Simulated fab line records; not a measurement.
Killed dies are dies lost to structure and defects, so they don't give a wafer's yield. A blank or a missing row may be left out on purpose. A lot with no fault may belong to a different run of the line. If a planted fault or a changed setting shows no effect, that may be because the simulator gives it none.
Problem report, 8D (eight disciplines) form, completed by code | flow berkeley-cmos170 | the parts of the form that need people (team, actions taken, sign-off) are left out

1. PROBLEM STATEMENT
Across 2 wafers from 2 lots, SPACER_TEOS_THK at UCB170_SPACER_THK_MEAS_01 averages 246 nm, while fault-free wafers read 376 nm with a standard deviation of 4.7. That puts it -28 standard deviations away from the usual mean.
First observed at day 10 17:25: wafer L299.2, on film-metro-01. The record holds 42 wafers of 14 lots with a number at this step. By rule, "out" or "out of limits" means more than 4 standard deviations away from the usual mean. The other wafers with a number count as sound.

2. WHAT IT IS, WHAT IT ISN'T
question                    | is                | is not
which readings at this step | SPACER_TEOS_THK   | -
which lots                  | L299, L303        | L281, L282, L284, L286, L287, L288, L289, L290, L291, L292, L293, L294
which wafers of those lots  | L299.2, L303.1    | L299.4, L299.5, L303.3, L303.5
read on which gauges        | film-metro-01     | film-metro-03, film-metro-04
when                        | from day 10 17:25 | up to then (38 sound wafers); but 2 sound wafers of L303 came after

3. THE SUSPECTS, EACH WITH WHAT RULES IT OUT
Counting: any tool at a process step up to the reading remains a suspect provided it ran every lot that is out. Sound lots after the first of them don't rule it out here, since some wafers of a struck lot are sound.
- ruled out: the gauge at UCB170_SPACER_THK_MEAS_01. All the wafers that are out were read on film-metro-01, but those of them that UCB170_SPACER_ETCHBACK_03 has rows for are out there too, on other tools.
- pecvd-03 at UCB170_SPACER_CVD_00 (deposits SiO2 from TEOS/O2, target thk 376 nm, time 47 s): kept. Ran every lot that is out, first one L299 (day 10 17:22); last sound lot up to then L292 (day 9 21:20).
- Within pecvd-03 at UCB170_SPACER_CVD_00: the wafers that are out ran in chamber 0; their sound lot-mates ran in chambers 1, 2.
After counting, what remains is pecvd-03 at UCB170_SPACER_CVD_00.

4. THE CAUSE (what the simulator had put in)
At UCB170_SPACER_CVD_00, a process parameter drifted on pecvd-03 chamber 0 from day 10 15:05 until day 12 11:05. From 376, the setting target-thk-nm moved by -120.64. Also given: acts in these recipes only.
Only this tool survived the counting.

5. THE EFFECT CHAIN, in route order
Each row: a reading whose mean over the struck wafers that have a number lies more than 3 standard deviations from the usual. Readings are gone through only where the record gives a usual standard deviation; hours: the median, over the lots, of the time from a lot's start at the first step in this table giving one to that lot's start at this step; sigmas: the change measured in usual standard deviations.
hours | step                      | reading         | usual      | on struck wafers | change | sigmas
0     | UCB170_SPACER_THK_MEAS_01 | SPACER_TEOS_THK | 376 nm     | 246              | -130   | -28
6     | UCB170_SPACER_ETCHBACK_03 | oes-product-au  | 0.902 a.u. | 0.675            | -0.227 | -16
The process steps in it:
- UCB170_SPACER_ETCHBACK_03: etches SiO2 in CHF3/CF4/Ar, stops on Si, target depth 376 nm, time 100 s.
Later steps that measure or inspect, where all struck wafers having a row at the step show a number for every such reading and not one has moved that far: UCB170_V2_THK_MEAS_01.

6. WHAT WOULD HAVE CAUGHT IT SOONER
The first out-of-limits reading at a measuring or inspecting step in this record came at day 10 17:25, 2 hours after the fault's start at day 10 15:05.
An alarm limit of 4 standard deviations would not have fired on the tool readings at UCB170_SPACER_CVD_00 for which the record gives a usual standard deviation, since none of them was out on any struck wafer.
Lots out: 2; of these, L303 started UCB170_SPACER_CVD_00 on pecvd-03 after day 10 17:25. It would have been spared by a hold on the tool at that moment.
